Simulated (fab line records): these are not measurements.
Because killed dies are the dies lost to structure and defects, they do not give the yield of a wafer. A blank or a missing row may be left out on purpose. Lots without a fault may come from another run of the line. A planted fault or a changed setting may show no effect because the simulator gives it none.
A sampling plan put to the test :: flow berkeley-cmos170 :: each of the 8 faults these records tell of, on one fab line, judged from the records of the lots it struck
The line's own looks make up the plan; these are the steps of the route where a gauge or inspection reads the wafer and leaves it unchanged. Where struck wafers have a number at a look and the file lists that look's usual mean and standard deviation on fault-free wafers, the look can be judged. Caught: the struck wafers' mean, at a look after the fault's first step, is 4 or more of those standard deviations (sigma) away from the usual mean. On the tool: the same test on the tool's own readings at the fault's steps. It also counts as caught if the struck wafers ran another recipe or if their record alone is blank.

## THE FAULTS, as the simulator had put them in
1. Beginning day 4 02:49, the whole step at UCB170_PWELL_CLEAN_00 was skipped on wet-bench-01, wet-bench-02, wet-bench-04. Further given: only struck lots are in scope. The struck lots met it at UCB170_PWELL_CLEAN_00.
2. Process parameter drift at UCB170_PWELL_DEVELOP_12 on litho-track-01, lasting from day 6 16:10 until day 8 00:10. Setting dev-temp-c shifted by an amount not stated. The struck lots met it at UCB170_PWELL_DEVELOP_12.
3. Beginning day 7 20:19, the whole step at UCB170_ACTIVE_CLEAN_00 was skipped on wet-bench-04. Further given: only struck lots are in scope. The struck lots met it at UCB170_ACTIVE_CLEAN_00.
4. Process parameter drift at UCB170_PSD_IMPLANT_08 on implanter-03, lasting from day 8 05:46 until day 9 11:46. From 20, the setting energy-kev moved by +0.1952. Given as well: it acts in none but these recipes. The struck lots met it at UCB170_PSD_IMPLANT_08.
5. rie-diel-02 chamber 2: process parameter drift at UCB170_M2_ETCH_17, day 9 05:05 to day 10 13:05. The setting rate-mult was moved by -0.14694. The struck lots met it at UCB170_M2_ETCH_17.
6. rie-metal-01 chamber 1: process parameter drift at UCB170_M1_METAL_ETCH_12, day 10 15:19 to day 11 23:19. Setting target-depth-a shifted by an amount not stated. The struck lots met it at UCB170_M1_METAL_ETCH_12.
7. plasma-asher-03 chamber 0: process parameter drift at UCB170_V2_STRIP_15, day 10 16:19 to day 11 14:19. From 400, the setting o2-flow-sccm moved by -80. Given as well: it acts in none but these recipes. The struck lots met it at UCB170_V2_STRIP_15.
8. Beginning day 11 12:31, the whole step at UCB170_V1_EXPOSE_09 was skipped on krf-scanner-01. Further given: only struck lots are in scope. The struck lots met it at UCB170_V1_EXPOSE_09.

## WHAT THE PLAN SAW
fault: 1
on the tool itself: the tool's record is blank for the struck wafers
first look that catches it: no look after it can be judged
reading, sigma: -
median hours from its first step to that look: -
hours from the fault's start to the first struck lot there: -
judged looks passed uncaught: 0

fault: 2
on the tool itself: developer-temp-C +20 sigma
first look that catches it: no look after it can be judged
reading, sigma: -
median hours from its first step to that look: -
hours from the fault's start to the first struck lot there: -
judged looks passed uncaught: 0

fault: 3
on the tool itself: the tool's record is blank for the struck wafers
first look that catches it: none of the 2 looks that can be judged after it
reading, sigma: -
median hours from its first step to that look: -
hours from the fault's start to the first struck lot there: -
judged looks passed uncaught: 2

fault: 4
on the tool itself: beam-energy-keV +29 sigma
first look that catches it: no look after it can be judged
reading, sigma: -
median hours from its first step to that look: -
hours from the fault's start to the first struck lot there: -
judged looks passed uncaught: 0

fault: 5
on the tool itself: only faintly: oes-product-au -4.0 sigma
first look that catches it: no look after it can be judged
reading, sigma: -
median hours from its first step to that look: -
hours from the fault's start to the first struck lot there: -
judged looks passed uncaught: 0

fault: 6
on the tool itself: only faintly: oes-product-au +3.2 sigma
first look that catches it: not the one look that can be judged after it
reading, sigma: -
median hours from its first step to that look: -
hours from the fault's start to the first struck lot there: -
judged looks passed uncaught: 1

fault: 7
on the tool itself: o2-flow-sccm -73 sigma
first look that catches it: not the one look that can be judged after it
reading, sigma: -
median hours from its first step to that look: -
hours from the fault's start to the first struck lot there: -
judged looks passed uncaught: 1

fault: 8
on the tool itself: no reading that can be judged
first look that catches it: no look after it can be judged
reading, sigma: -
median hours from its first step to that look: -
hours from the fault's start to the first struck lot there: -
judged looks passed uncaught: 0
A dash: this means the fault isn't caught or the number doesn't appear in these records.

Caught at a look: 0 of 8. Caught on the tool: 5 of 8. By one or the other: 5 of 8.
Faults caught by the tool alone: 1, 2, 3, 4, 7.
Caught by neither: faults 5, 6, 8.
